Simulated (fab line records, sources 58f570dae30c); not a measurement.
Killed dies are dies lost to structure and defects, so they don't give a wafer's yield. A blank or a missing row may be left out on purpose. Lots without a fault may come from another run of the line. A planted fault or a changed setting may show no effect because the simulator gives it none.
A struck lot beside a sound one | flow berkeley_cmos170 | 22 steps out of a route of 331
Sound: wafers L344.1, L344.2, L344.3. Struck: wafers L352.2, L352.3, L352.6. The cause comes at the end.
At each step with rows: each side's tool, then ch and its chambers, then its first start. Under that, the readings that differ: sound wafers | struck wafers | difference of the means | sigmas: that difference in standard deviations of wafers without a fault.
alike: readings whose means differ by less than 2 such deviations, and words and numbers that are the same on both sides. not compared: withheld readings, readings that some wafer has no value for, bounds like >300 that may hide the same value, and numbers for which the record gives no deviation and whose values overlap.
The two part at a step that has a row with sigmas, a row that says differs or no value, or rows on one side only. Numbers that don't overlap but have no deviation are shown without sigmas and don't part them. A reading that every wafer of one side lacks parts them only if that side has two wafers or more.

UCB170_V2_CD_MEAS_90: target cd 700 nm.
  sound on cd_sem-01, day 8 21:37; struck on cd_sem-01, day 10 04:14
  alike: cd_nm
then, 1 step without rows for these wafers: UCB170_M3_PRE_CLEAN_00 (preclean etch time 60 s).
UCB170_M3_SPUTTER_01: material Al, target thk 900 nm, time 120 s.
  sound on pvd_sputter-02, day 8 21:49; struck on pvd_sputter-03, day 10 04:25
  alike: throttle_valve_pct
UCB170_M3_RS_MEAS_02: measures by four-point-probe.
  sound on film_metro-01, day 8 21:53; struck on film_metro-01, day 10 04:31
  alike: M3_AL_RS
UCB170_M3_THK_MEAS_03: measures by xrf.
  sound on film_metro-01, day 8 22:01; struck on film_metro-01, day 10 04:38
  alike: M3_AL_THK
then, 3 steps without rows for these wafers: UCB170_M3_HMDS_04 (prime time 60 s); UCB170_M3_COAT_05 (resist thk 900 nm); UCB170_M3_SOFTBAKE_06 (time 60 s).
UCB170_M3_STRIP_07: strips in O2.
  sound on plasma_asher-04 ch 0,1, day 8 22:31; struck on plasma_asher-02 ch 0,1, day 10 05:29
  alike: drypump_motor_current_A, oes_product_au, strip_time_to_endpoint_s
  not compared: rf_hours_counter_h
then, 3 steps without rows for these wafers: UCB170_M3_STRIP_08 (strips KrF in DMSO, time 600 s); UCB170_M3_COAT_09; UCB170_M3_COAT_10 (resist thk 900 nm).
UCB170_M3_SOFTBAKE_11: time 60 s.
  sound on litho_track-03 ch 0, day 8 23:00; struck on litho_track-01 ch 0, day 10 06:00
  reading                             | sound                | struck               | difference | sigmas
  heater_power_total_W (W)            | 56.72 56.81 56.80    | 63.88 63.88 63.83    | +7.09      | +99 or more
  plate_temp_C (C)                    | 129.69 129.84 129.84 | 142.65 142.56 142.74 | +12.86     | +99
  model.KrF_of_M3_COAT_10.thk_nm (nm) | 905.2 904.8 904.2    | 887 885.3 888.3      | -18        |
  alike: resist_line_temp_C
then, 2 steps without rows for these wafers: UCB170_M3_EXPOSE_12 (exposes mask METAL3, target cd 700 nm); UCB170_M3_PEB_13.
UCB170_M3_DEVELOP_14: develop time 45 s.
  sound on litho_track-03 ch 0; struck on litho_track-03 ch 0
  reading                             | sound         | struck            | difference | sigmas
  model.KrF_of_M3_COAT_10.thk_nm (nm) | 891 890.6 890 | 872.9 871.3 874.2 | -17.7      |
  alike: resist_line_temp_C
UCB170_M3_CD_MEAS_15: target cd 700 nm.
  sound on cd_sem-01, day 9 00:22; struck on cd_sem-01, day 10 07:08
  reading    | sound             | struck            | difference | sigmas
  cd_nm (nm) | 699.7 699.8 700.1 | 661.8 661.2 662.3 | -38.1      | -29
UCB170_M3_OVL_MEAS_16:
  sound on overlay-01, day 9 00:29; struck on overlay-01, day 10 07:14
  alike: M3_OVL
UCB170_M3_ETCH_17: etches BARC in N2/H2.
  sound on rie_diel-04 ch 0,1,2, day 9 00:32; struck on rie_diel-03 ch 1,2,3, day 10 07:16
  reading             | sound           | struck            | difference | sigmas
  model.M3.cd_nm (nm) | 700 699.4 700.1 | 660.9 662.3 661.7 | -38.2      |
  alike: drypump_motor_current_A, oes_product_au, throttle_valve_pct
UCB170_M3_METAL_ETCH_18: etches Al in Cl2/BCl3, stops on SiO2, target depth 1170 nm, time 195 s.
  sound on rie_metal-02 ch 0,1, day 9 00:34; struck on rie_metal-02 ch 0,1, day 10 07:19
  reading             | sound             | struck            | difference | sigmas
  model.M3.cd_nm (nm) | 698.4 696.1 698.6 | 658.6 658.4 659.4 | -38.9      |
  alike: bcl3_flow_sccm, drypump_motor_current_A, oes_product_au, throttle_valve_pct
  not compared: rf_hours_counter_h
UCB170_M3_STRIP_19: strips in O2.
  sound on plasma_asher-04 ch 0,1, day 9 00:46; struck on plasma_asher-02 ch 0,1, day 10 07:30
  reading                     | sound          | struck         | difference | sigmas
  drypump_motor_current_A (A) | 6.46 5.83 6.44 | 5.54 5.55 5.93 | -0.57      | -2
  alike: oes_product_au
  not compared: rf_hours_counter_h
UCB170_M3_PROBE_99:
  the record has rows for the struck wafers here (prober-01, day 10 07:53) and none for the sound ones

WHERE THEY PART
First at UCB170_M3_SOFTBAKE_11; last, within this record, at UCB170_M3_PROBE_99.

WHY: what the simulator had put in
Process parameter drift: litho_track-01, from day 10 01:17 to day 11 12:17, at UCB170_M3_SOFTBAKE_11. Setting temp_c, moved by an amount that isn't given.
